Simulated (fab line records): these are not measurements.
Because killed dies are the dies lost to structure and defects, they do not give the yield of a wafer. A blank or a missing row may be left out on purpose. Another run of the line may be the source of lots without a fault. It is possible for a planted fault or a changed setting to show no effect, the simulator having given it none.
Which tool is to blame? :: flow berkeleyCmos170 :: 14 lots (42 wafers sampled), 1 step of a 331-step route

## WHAT THE GAUGES READ, wafer by wafer
No reading from a measuring or inspecting step in the record can be judged against a usual standard deviation.

## TOOL THAT RAN EACH LOT (tool first, then ch and the chambers of the sampled wafers, then the start)
lot: L253
UCB170_GATE_ETCH_14: rieDiel-03 ch 0,1,2, day 6 21:38

lot: L254
UCB170_GATE_ETCH_14: rieDiel-02 ch 1,2,3, day 6 22:11

lot: L257
UCB170_GATE_ETCH_14: rieDiel-01 ch 1,2,3, day 7 08:58

lot: L256
UCB170_GATE_ETCH_14: rieDiel-02 ch 0,1, day 7 09:14

lot: L255
UCB170_GATE_ETCH_14: rieDiel-01 ch 0,1, day 7 09:19

lot: L260
UCB170_GATE_ETCH_14: rieDiel-02 ch 1,3, day 8 07:31

lot: L259
UCB170_GATE_ETCH_14: rieDiel-01 ch 1,2, day 8 07:44

lot: L262
UCB170_GATE_ETCH_14: rieDiel-01 ch 0,1,2, day 8 18:25

lot: L264
UCB170_GATE_ETCH_14: rieDiel-01 ch 0,1,3, day 9 18:08

lot: L267
UCB170_GATE_ETCH_14: rieDiel-02 ch 0,3, day 10 04:13

lot: L272
UCB170_GATE_ETCH_14: rieDiel-02 ch 0,1,2, day 10 22:29

lot: L273
UCB170_GATE_ETCH_14: rieDiel-02 ch 0,2,3, day 11 08:58

lot: L271
UCB170_GATE_ETCH_14: rieDiel-02 ch 0,1,2, day 11 09:05

lot: L275
UCB170_GATE_ETCH_14: rieDiel-03 ch 0,2,3, day 12 01:02
- UCB170_GATE_ETCH_14: etches BARC in N2/H2.

## AS READ BY THE TOOLS THEMSELVES (means over the sampled wafers that have a number; for cases with no such wafer, the mark the record gives instead)
UCB170_GATE_ETCH_14.
lot: L253
tool: rieDiel-03
chamberPressureMTorr (mTorr): 30.019
drypumpMotorCurrentA (A): 5.5
n2FlowSccm (sccm): 100.02
oesProductAu (a.u.): 1.006
throttleValvePct (%): 13.37

lot: L254
tool: rieDiel-02
chamberPressureMTorr (mTorr): 29.998
drypumpMotorCurrentA (A): 5.6
n2FlowSccm (sccm): 100.15
oesProductAu (a.u.): 0.993
throttleValvePct (%): 13.15

lot: L257
tool: rieDiel-01
chamberPressureMTorr (mTorr): 29.995
drypumpMotorCurrentA (A): 5.6
n2FlowSccm (sccm): 99.75
oesProductAu (a.u.): 1.024
throttleValvePct (%): 13.42

lot: L256
tool: rieDiel-02
chamberPressureMTorr (mTorr): 30.010
drypumpMotorCurrentA (A): 5.3
n2FlowSccm (sccm): 99.96
oesProductAu (a.u.): 0.975
throttleValvePct (%): 13.16

lot: L255
tool: rieDiel-01
chamberPressureMTorr (mTorr): 29.985
drypumpMotorCurrentA (A): 5.7
n2FlowSccm (sccm): 100.14
oesProductAu (a.u.): 1.038
throttleValvePct (%): 13.39

lot: L260
tool: rieDiel-02
chamberPressureMTorr (mTorr): 29.997
drypumpMotorCurrentA (A): 5.3
n2FlowSccm (sccm): 100.05
oesProductAu (a.u.): 0.986
throttleValvePct (%): 13.06

lot: L259
tool: rieDiel-01
chamberPressureMTorr (mTorr): 30.004
drypumpMotorCurrentA (A): 5.5
n2FlowSccm (sccm): 99.96
oesProductAu (a.u.): 1.032
throttleValvePct (%): 13.35

lot: L262
tool: rieDiel-01
chamberPressureMTorr (mTorr): 30.000
drypumpMotorCurrentA (A): 5.7
n2FlowSccm (sccm): 99.96
oesProductAu (a.u.): 0.774
throttleValvePct (%): 13.38

lot: L264
tool: rieDiel-01
chamberPressureMTorr (mTorr): 29.970
drypumpMotorCurrentA (A): 5.8
n2FlowSccm (sccm): 100.04
oesProductAu (a.u.): 0.786
throttleValvePct (%): 13.45

lot: L267
tool: rieDiel-02
chamberPressureMTorr (mTorr): 30.004
drypumpMotorCurrentA (A): 5.8
n2FlowSccm (sccm): 100.15
oesProductAu (a.u.): 0.980
throttleValvePct (%): 13.21

lot: L272
tool: rieDiel-02
chamberPressureMTorr (mTorr): 29.996
drypumpMotorCurrentA (A): 5.6
n2FlowSccm (sccm): 100.14
oesProductAu (a.u.): 0.990
throttleValvePct (%): 13.24

lot: L273
tool: rieDiel-02
chamberPressureMTorr (mTorr): 29.997
drypumpMotorCurrentA (A): 5.9
n2FlowSccm (sccm): 99.97
oesProductAu (a.u.): 0.988
throttleValvePct (%): 13.23

lot: L271
tool: rieDiel-02
chamberPressureMTorr (mTorr): 29.979
drypumpMotorCurrentA (A): 5.7
n2FlowSccm (sccm): 100.08
oesProductAu (a.u.): 0.989
throttleValvePct (%): 13.25

lot: L275
tool: rieDiel-03
chamberPressureMTorr (mTorr): 29.981
drypumpMotorCurrentA (A): 5.9
n2FlowSccm (sccm): 100.12
oesProductAu (a.u.): 1.002
throttleValvePct (%): 13.26

## THE ANSWER, worked out from the rows above alone
Rule: the lots themselves supply what counts as usual. Put in order of their means at a reading, lots are off if they are a third of the lots or fewer, leave a main group of 4 or more, and stand apart from it by a gap of 3 or more times the standard deviation of the main group's means; of several such gaps the widest counts. A main group is skipped when, at the precision printed for the reading in the tables above, its means are all equal. Also off: a lot with no number at a reading for which 4 or more lots have one. The other lots that the step has rows for count as sound. First the gauges in route order, then the tools' own readings, where a lot's mean is used as printed above. The first step at which some lot is off is used, and at that step the reading that is off furthest; a lot without a number counts as furthest.
Off, at UCB170_GATE_ETCH_14 on oesProductAu: L262, L264. The main group has a mean of 1.000 a.u. with a standard deviation of 0.02.
A tool fits if, at that step or a process step before it, it ran every lot that is off, and no sound lot after the first of them. One fits: UCB170_GATE_ETCH_14 on rieDiel-01. A fault onset in the window from L259 (day 8 07:44, its last sound lot) to L262 (day 8 18:25, its first lot off) fits.
On the lots that are off, the tool's own readings at UCB170_GATE_ETCH_14 differ by more than 5 times the standard deviation of the sound lots' means, which bears it out; oesProductAu reads 0.780 a.u. there versus 1.000 a.u. on the sound lots.

## WHAT THE SIMULATOR PUT IN
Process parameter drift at UCB170_GATE_ETCH_14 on rieDiel-01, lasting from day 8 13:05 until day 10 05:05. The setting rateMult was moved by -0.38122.
Shown lots that were struck: L262, L264. This agrees with what the rule above found.
